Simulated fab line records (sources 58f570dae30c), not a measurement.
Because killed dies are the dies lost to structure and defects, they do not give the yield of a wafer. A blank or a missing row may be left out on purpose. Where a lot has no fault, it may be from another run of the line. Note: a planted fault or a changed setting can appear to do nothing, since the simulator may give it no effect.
Which tool was responsible? | flow berkeley cmos170 | at 1 step of a route of 331, 14 lots with 42 wafers sampled

WHAT EACH GAUGE READ, for each wafer
No reading from a measuring or inspecting step in the record can be judged against a usual standard deviation.

WHICH TOOL RAN EACH LOT (tool, then ch and the chambers of the sampled wafers, then the start)
lot  | UCB170_NWELL_ETCH_13
L131 | rie diel-02 ch 0,2,3, day 2 06:01
L132 | rie diel-01 ch 1,2,3, day 2 08:33
L133 | rie diel-03 ch 1,2,3, day 2 12:58
L134 | rie diel-01 ch 0,2, day 3 00:02
L135 | rie diel-02 ch 0,3, day 3 00:19
L137 | rie diel-01 ch 0,2,3, day 3 15:11
L142 | rie diel-02 ch 1,2, day 4 11:45
L144 | rie diel-02 ch 0,2, day 5 01:40
L145 | rie diel-01 ch 1,2,3, day 5 07:27
L146 | rie diel-03 ch 0,1,2, day 5 14:20
L148 | rie diel-03 ch 0,1,2, day 5 21:28
L152 | rie diel-01 ch 0,2, day 6 13:31
L153 | rie diel-03 ch 0,1,2, day 6 22:17
L154 | rie diel-03 ch 1,3, day 7 05:26
- UCB170_NWELL_ETCH_13: etches Si3N4 in CH3F/Ar/O2, stops on SiO2, target depth 246.4 nm, time 154 s.

AS READ BY THE TOOLS THEMSELVES (means over the sampled wafers that have a number; for cases with no such wafer, the mark the record gives instead)
UCB170_NWELL_ETCH_13. Usual: drypump motor current A 5.7 A, standard deviation 0.44; oes product au 0.946 a.u., standard deviation 0.014; run length s 182.4 s, standard deviation 0.4; throttle valve pct 8.00 %, standard deviation 0.16.
lot  | tool        | drypump motor current A (A) | oes product au (a.u.) | run length s (s) | throttle valve pct (%) | flag
L131 | rie diel-02 | 5.9                         | 0.940                 | 182.5            | 8.09                   |
L132 | rie diel-01 | 5.6                         | 0.952                 | 182.2            | 7.93                   |
L133 | rie diel-03 | 5.7                         | 0.939                 | 182.3            | 7.91                   |
L134 | rie diel-01 | 5.4                         | 0.951                 | 182.4            | 8.07                   |
L135 | rie diel-02 | 6.2                         | 0.933                 | 183.0            | 8.09                   |
L137 | rie diel-01 | 5.4                         | 0.952                 | 182.4            | 8.04                   |
L142 | rie diel-02 | 5.4                         | 1.003                 | 174.3            | 7.98                   | OFF
L144 | rie diel-02 | 5.7                         | 0.994                 | 174.2            | 7.95                   | OFF
L145 | rie diel-01 | 5.6                         | 0.947                 | 182.1            | 7.94                   |
L146 | rie diel-03 | 5.5                         | 0.946                 | 182.6            | 8.01                   |
L148 | rie diel-03 | 5.5                         | 0.945                 | 182.5            | 8.02                   |
L152 | rie diel-01 | 5.6                         | 0.938                 | 182.2            | 8.09                   |
L153 | rie diel-03 | 5.5                         | 0.949                 | 182.9            | 8.01                   |
L154 | rie diel-03 | 6.2                         | 0.939                 | 182.0            | 7.83                   |

THE ANSWER, worked out from the rows above alone
Rule: a lot is off if the mean of its wafers that have a number lies more than 3 standard deviations from the usual mean. Also off: a lot with no number at a reading for which 4 or more lots have one. Where the step has rows for the other lots, those lots are counted as sound. The gauges are gone through in route order, then the tools' own readings, and for those a lot's mean is taken as printed above. The first step at which some lot is off is used, and at that step the reading that is off furthest; a lot without a number counts as furthest.
Off: L142, L144 (UCB170_NWELL_ETCH_13, run length s).
If a tool, at that step or one of the process steps before it, ran each lot that is off and ran no sound lot following the first of them, it fits. One candidate fits, namely rie diel-02 at UCB170_NWELL_ETCH_13. Its last sound lot is L135 (day 3 00:19), its first lot that is off L142 (day 4 11:45): a fault that began between those two fits.
The tool's own readings at UCB170_NWELL_ETCH_13 bear it out: on the lots that are off they differ by more than 5 times the standard deviation of the sound lots' means. oes product au reads 0.998 a.u. there against 0.944 a.u. on the sound lots; run length s reads 174.2 s there against 182.4 s on the sound lots.

WHAT HAD BEEN PUT IN BY THE SIMULATOR
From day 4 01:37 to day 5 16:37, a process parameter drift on rie diel-02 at UCB170_NWELL_ETCH_13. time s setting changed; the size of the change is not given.
Shown lots that were struck: L142, L144. The same result came from the rule above.
